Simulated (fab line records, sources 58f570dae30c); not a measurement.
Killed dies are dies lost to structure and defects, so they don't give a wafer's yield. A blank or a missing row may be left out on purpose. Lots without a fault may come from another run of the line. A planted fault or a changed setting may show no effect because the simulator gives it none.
A struck lot beside a sound one | flow berkeley_cmos170 | 14 steps out of a route of 331
Sound: wafers L276.1, L276.5, L276.6. Struck: wafers L280.2, L280.3, L280.4. The cause comes at the end.
At each step with rows: each side's tool, then ch and its chambers, then its first start. Under that, the readings that differ: sound wafers | struck wafers | difference of the means | sigmas: that difference in standard deviations of wafers without a fault.
alike: readings whose means differ by less than 2 such deviations, and words and numbers that are the same on both sides. not compared: withheld readings, readings that some wafer has no value for, bounds like >300 that may hide the same value, and numbers for which the record gives no deviation and whose values overlap.
The two part at a step that has a row with sigmas, a row that says differs or no value, or rows on one side only. Numbers that don't overlap but have no deviation are shown without sigmas and don't part them. A reading that every wafer of one side lacks parts them only if that side has two wafers or more.

first, 1 step without rows for these wafers: UCB170_M3_PRE_CLEAN_00 (preclean etch time 60 s).
UCB170_M3_SPUTTER_01: material Al, target thk 900 nm, time 120 s.
  sound on pvd_sputter-02, day 11 09:12; struck on pvd_sputter-02, day 11 14:57
  alike: throttle_valve_pct
UCB170_M3_RS_MEAS_02: measures by four-point-probe.
  sound on film_metro-01, day 11 09:17; struck on film_metro-03, day 11 15:03
  alike: M3_AL_RS
UCB170_M3_THK_MEAS_03: measures by xrf.
  sound on film_metro-01, day 11 09:25; struck on film_metro-03, day 11 15:10
  alike: M3_AL_THK
then, 3 steps without rows for these wafers: UCB170_M3_HMDS_04 (prime time 60 s); UCB170_M3_COAT_05 (resist thk 900 nm); UCB170_M3_SOFTBAKE_06 (time 60 s).
UCB170_M3_STRIP_07: strips in O2.
  sound on plasma_asher-01 ch 0,1, day 11 09:59; struck on plasma_asher-01 ch 0,1, day 11 15:40
  alike: drypump_motor_current_A, oes_product_au, strip_time_to_endpoint_s
  not compared: rf_hours_counter_h
then, 4 steps without rows for these wafers: UCB170_M3_STRIP_08 (strips KrF in DMSO, time 600 s); UCB170_M3_COAT_09; UCB170_M3_COAT_10 (resist thk 900 nm); UCB170_M3_SOFTBAKE_11 (time 60 s).
UCB170_M3_EXPOSE_12: exposes mask METAL3, target cd 700 nm.
  sound on krf_scanner-02 ch 0, day 11 11:07; struck on krf_scanner-02, day 11 16:33
  no value came back on the struck wafers for exposure_dose_mJ_cm2, focus_offset_nm (nm); on the sound wafers exposure_dose_mJ_cm2 reads 26.18 26.19 26.23
  alike: mask
then, 1 step without rows for these wafers: UCB170_M3_PEB_13.

WHERE THEY PART
Only at UCB170_M3_EXPOSE_12, within this record.

WHY: what the simulator had put in
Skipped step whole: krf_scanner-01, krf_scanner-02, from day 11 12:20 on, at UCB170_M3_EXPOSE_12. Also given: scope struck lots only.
